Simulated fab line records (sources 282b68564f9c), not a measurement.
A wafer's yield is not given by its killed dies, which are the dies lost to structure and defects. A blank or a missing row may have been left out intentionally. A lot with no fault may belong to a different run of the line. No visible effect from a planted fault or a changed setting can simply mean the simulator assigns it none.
Check of tool commonality :: flow ritCmos :: Sampled: 14 lots, 42 wafers

== WHAT PROMPTED THE OPENING ==
2 of 14 lots carry a flag on the reading GATE_OXIDE_THK at RIT_GATE_THK_MEAS_07. Wafers without a fault read 3.04 nm, standard deviation 0.062.
Rule: a lot is flagged when every wafer of it that has a number lies more than 4 standard deviations from that mean, or none has a number. The other lots count as sound.

lot: L814
measured: day 2 19:49
on: filmMetro-02
GATE_OXIDE_THK (nm), wafer by wafer: 2.96 2.96 3.04
flag: 

lot: L815
measured: day 3 01:11
on: filmMetro-02
GATE_OXIDE_THK (nm), wafer by wafer: 2.97 3.03 2.91
flag: 

lot: L817
measured: day 3 10:38
on: filmMetro-03
GATE_OXIDE_THK (nm), wafer by wafer: 3.01 3.09 3.03
flag: 

lot: L818
measured: day 3 15:59
on: filmMetro-01
GATE_OXIDE_THK (nm), wafer by wafer: 3.11 3.05 3.06
flag: 

lot: L819
measured: day 3 20:44
on: filmMetro-02
GATE_OXIDE_THK (nm), wafer by wafer: 3.03 3.05 3.00
flag: 

lot: L820
measured: day 4 02:47
on: filmMetro-02
GATE_OXIDE_THK (nm), wafer by wafer: 3.16 3.05 3.05
flag: 

lot: L821
measured: day 4 05:49
on: filmMetro-02
GATE_OXIDE_THK (nm), wafer by wafer: 3.02 2.99 2.99
flag: 

lot: L823
measured: day 4 16:17
on: filmMetro-02
GATE_OXIDE_THK (nm), wafer by wafer: 2.95 2.98 2.97
flag: 

lot: L824
measured: day 4 21:43
on: filmMetro-02
GATE_OXIDE_THK (nm), wafer by wafer: 3.09 3.06 3.08
flag: 

lot: L825
measured: day 5 02:38
on: filmMetro-02
GATE_OXIDE_THK (nm), wafer by wafer: 3.00 3.00 3.09
flag: 

lot: L826
measured: day 5 07:36
on: filmMetro-02
GATE_OXIDE_THK (nm), wafer by wafer: 2.97 3.03 2.99
flag: 

lot: L829
measured: day 6 00:22
on: filmMetro-02
GATE_OXIDE_THK (nm), wafer by wafer: 3.90 3.78 3.89
flag: FLAGGED

lot: L831
measured: day 6 08:44
on: filmMetro-01
GATE_OXIDE_THK (nm), wafer by wafer: 2.99 3.05 3.02
flag: 

lot: L833
measured: day 6 18:47
on: filmMetro-03
GATE_OXIDE_THK (nm), wafer by wafer: 3.82 3.74 3.80
flag: FLAGGED
The numbers of the flagged lots are 3.82 nm on average: +0.78 nm against the usual, or +13 standard deviations.

== EACH LOT AND THE TOOL IT RAN ON ==
The record holds 1 process step before the reading, out of a route of 202 steps. Every cell lists first the tool, next ch and the chambers used by the sampled wafers, and last the start.
lot: L814
flag: 
RIT_GATE_OXIDATION_05: furnace-04 ch 0, day 2 18:29

lot: L815
flag: 
RIT_GATE_OXIDATION_05: furnace-04 ch 0, day 2 22:43

lot: L817
flag: 
RIT_GATE_OXIDATION_05: furnace-04 ch 0, day 3 08:41

lot: L818
flag: 
RIT_GATE_OXIDATION_05: furnace-02 ch 0, day 3 14:39

lot: L819
flag: 
RIT_GATE_OXIDATION_05: furnace-02 ch 0, day 3 18:50

lot: L820
flag: 
RIT_GATE_OXIDATION_05: furnace-02 ch 0, day 4 01:28

lot: L821
flag: 
RIT_GATE_OXIDATION_05: furnace-02 ch 0, day 4 04:28

lot: L823
flag: 
RIT_GATE_OXIDATION_05: furnace-02 ch 0, day 4 14:56

lot: L824
flag: 
RIT_GATE_OXIDATION_05: furnace-03 ch 0, day 4 19:56

lot: L825
flag: 
RIT_GATE_OXIDATION_05: furnace-02 ch 0, day 5 01:17

lot: L826
flag: 
RIT_GATE_OXIDATION_05: furnace-02 ch 0, day 5 06:16

lot: L829
flag: FLAGGED
RIT_GATE_OXIDATION_05: furnace-02 ch 0, day 5 23:02

lot: L831
flag: 
RIT_GATE_OXIDATION_05: furnace-03 ch 0, day 6 07:25

lot: L833
flag: FLAGGED
RIT_GATE_OXIDATION_05: furnace-02 ch 0, day 6 17:16
What is done by these steps:
- RIT_GATE_OXIDATION_05: target thk 3 nm, ox time 270 s.
- RIT_GATE_THK_MEAS_07

== FLAGGED OVER TOTAL, TOOL BY TOOL (the gauges that took the reading come last) ==
step: RIT_GATE_OXIDATION_05
tool: furnace-02
lots run: 9
flagged: 2
share of the flagged lots: all
sound lots run after its first flagged lot: 0

step: RIT_GATE_OXIDATION_05
tool: furnace-03
lots run: 2
flagged: 0
share of the flagged lots: none
sound lots run after its first flagged lot: -

step: RIT_GATE_OXIDATION_05
tool: furnace-04
lots run: 3
flagged: 0
share of the flagged lots: none
sound lots run after its first flagged lot: -

step: RIT_GATE_THK_MEAS_07
tool: filmMetro-01
lots run: 2
flagged: 0
share of the flagged lots: none
sound lots run after its first flagged lot: -

step: RIT_GATE_THK_MEAS_07
tool: filmMetro-02
lots run: 10
flagged: 1
share of the flagged lots: some
sound lots run after its first flagged lot: 0

step: RIT_GATE_THK_MEAS_07
tool: filmMetro-03
lots run: 2
flagged: 1
share of the flagged lots: some
sound lots run after its first flagged lot: 0

== WHAT THE TABLE ALLOWS ==
1 row of the table ran every flagged lot: furnace-02 at RIT_GATE_OXIDATION_05.
- furnace-02 at RIT_GATE_OXIDATION_05 ran 9 lots, 2 of them flagged. A fault beginning between L826 (day 5 06:16), its last sound lot, and L829 (day 5 23:02), its first flagged one, fits the data. Its own readings (spikeTcCentreC, spikeTcLoadC, spikeTcSourceC, tubeCenterTempC, tube_center_temp_C_max) fall more than 4 standard deviations out on all wafers of the flagged lots.
Left over: one tool, furnace-02 at RIT_GATE_OXIDATION_05.

== WHAT THE SIMULATOR HAD INSERTED ==
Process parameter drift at RIT_GATE_OXIDATION_05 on furnace-02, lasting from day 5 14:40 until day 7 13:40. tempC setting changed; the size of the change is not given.
Struck lots among those shown: L829, L833. This agrees with what the rule above found.
